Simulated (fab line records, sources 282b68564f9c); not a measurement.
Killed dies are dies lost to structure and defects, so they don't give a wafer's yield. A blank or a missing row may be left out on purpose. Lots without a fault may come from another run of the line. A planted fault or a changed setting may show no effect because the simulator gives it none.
Which tool did it? | flow rit_cmos | 7 lots, 21 wafers sampled, at 2 steps of a route of 202

WHAT THE GAUGES READ, wafer by wafer
RIT_REOX_THK_MEAS_04.
lot  | measured    | on            | REOX_OXIDE_THK (nm)
L577 | day 3 03:17 | film_metro-01 | 24.6 25.0 24.5
L580 | day 3 16:41 | film_metro-01 | 24.8 24.5 24.7
L582 | day 4 04:07 | film_metro-04 | 25.7 25.7 25.5
L585 | day 4 19:49 | film_metro-01 | 24.9 25.4 25.1
L588 | day 5 09:50 | film_metro-03 | 14.6 14.6 14.9
L590 | day 5 19:52 | film_metro-03 | 15.0 15.2 15.2
L596 | day 7 02:37 | film_metro-03 | 26.5 26.1 26.1

WHICH TOOL RAN EACH LOT (tool, then ch and the chambers of the sampled wafers, then the start)
lot  | RIT_REOX_OXIDATION_03
L577 | furnace-04 ch 0, day 3 00:44
L580 | furnace-04 ch 0, day 3 14:08
L582 | furnace-03 ch 0, day 4 01:34
L585 | furnace-01 ch 0, day 4 17:16
L588 | furnace-01 ch 0, day 5 07:17
L590 | furnace-01 ch 0, day 5 17:18
L596 | furnace-04 ch 0, day 7 00:04
- RIT_REOX_OXIDATION_03: target thk 25.2 nm, ox time 5580 s.

THE ANSWER, worked out from the rows above alone
Rule: what is usual is taken from the lots themselves. Put in order of their means at a reading, lots are off if they are a third of the lots or fewer, leave a main group of 4 or more, and stand apart from it by a gap of 3 or more times the standard deviation of the main group's means; of several such gaps the widest counts. A main group whose means are all the same, to the digits that the tables above print for the reading, isn't used. A lot without any number at a reading at which 4 lots or more have one is off too. The other lots that the step has rows for count as sound.
Off: L588, L590, at RIT_REOX_THK_MEAS_04 (REOX_OXIDE_THK). The main group: mean 25.3 nm, standard deviation 0.59.
A tool fits if, at a process step before that reading, it ran every lot that is off, and no sound lot after the first of them. The gauges at RIT_REOX_THK_MEAS_04 are tried like those tools. One fits: furnace-01 at RIT_REOX_OXIDATION_03. Its last sound lot is L585 (day 4 17:16), its first lot that is off L588 (day 5 07:17): a fault that began between those two fits.

WHAT THE SIMULATOR HAD PUT IN
Process parameter drift: furnace-01, from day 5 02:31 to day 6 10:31, at RIT_REOX_OXIDATION_03. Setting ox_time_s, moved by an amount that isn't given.
Lots struck among those shown: L588, L590. The rule above found the same.
